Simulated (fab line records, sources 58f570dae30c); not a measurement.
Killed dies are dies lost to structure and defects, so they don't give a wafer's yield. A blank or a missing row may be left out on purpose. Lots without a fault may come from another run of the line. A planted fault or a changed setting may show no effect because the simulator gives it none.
One fault seen from 2 desks | flow berkeley_cmos170 | each desk has only its own numbers; what lay behind them comes last

THE TOOL OWNER'S DESK: rie_diel-01
The tool's own readings at UCB170_V2_ETCH_14 (etches SiO2 in CHF3/CF4/Ar, stops on Al, target depth 1250 nm, time 301.1 s): means of the sampled wafers that have a number, for each lot that ran on this tool. A lot is out of limits, marked OUT, if its mean lies more than 4 standard deviations from the usual mean; the brackets give that distance.
Columns: A = drypump_motor_current_A at UCB170_V2_ETCH_14, usual 5.7 A; B = mfc_ar_sccm at UCB170_V2_ETCH_14, usual 150.0 sccm; C = oes_product_au at UCB170_V2_ETCH_14, usual 0.873 a.u.; D = throttle_valve_pct at UCB170_V2_ETCH_14, usual 6.93 %
lot  | first seen here | A   | B     | C     | D
L804 | day 8 16:26     | 5.6 | 149.6 | 0.875 | 6.93
L807 | day 9 04:17     | 5.9 | 149.9 | 0.876 | 6.87
L806 | day 9 06:34     | 5.6 | 149.8 | 0.871 | 6.94
L808 | day 9 21:01     | 5.6 | 150.4 | 0.873 | 6.93
L813 | day 10 22:53    | 5.7 | 150.4 | 0.869 | 7.09
L817 | day 11 08:24    | 5.6 | 149.8 | 0.877 | 6.97
L818 | day 11 09:11    | 5.6 | 150.2 | 0.876 | 6.93
L819 | day 12 00:29    | 5.6 | 150.1 | 0.861 | 6.96
L823 | day 12 09:43    | 5.3 | 149.9 | 0.863 | 6.92
L820 | day 12 13:08    | 5.3 | 150.3 | 0.853 | 6.96
This desk's finding: nothing out of limits on any of the 10 lots.

THE METROLOGY DESK
What the gauges read, lot by lot, whatever tool the lot ran on: means of the sampled wafers that have a number. A lot is out of limits, marked OUT, if its mean lies more than 4 standard deviations from the usual mean; the brackets give that distance.
Columns: A = cd_nm at UCB170_M3_CD_MEAS_90, usual 699.5 nm
lot  | first seen here | A
L804 | day 8 19:44     | 699.7
L807 | day 9 07:55     | 696.7
L806 | day 9 10:40     | 696.6
L808 | day 10 01:16    | 701.9
L812 | day 11 02:05    | 699.8
L815 | day 11 03:32    | 694.2
L813 | day 11 04:01    | 699.4
L818 | day 11 13:02    | 705.1
L817 | day 11 13:12    | 700.8
L819 | day 12 04:01    | 699.1
L823 | day 12 13:50    | 700.0
L820 | day 12 16:20    | 699.2
L824 | day 13 06:30    | 702.3
L826 | day 13 09:17    | 697.5
L825 | day 13 10:01    | 697.9
This desk's finding: nothing out of limits on any of the 15 lots.

PUT TOGETHER
The tool owner's desk saw nothing out of limits.
The metrology desk saw nothing out of limits.

WHAT THE SIMULATOR HAD PUT IN
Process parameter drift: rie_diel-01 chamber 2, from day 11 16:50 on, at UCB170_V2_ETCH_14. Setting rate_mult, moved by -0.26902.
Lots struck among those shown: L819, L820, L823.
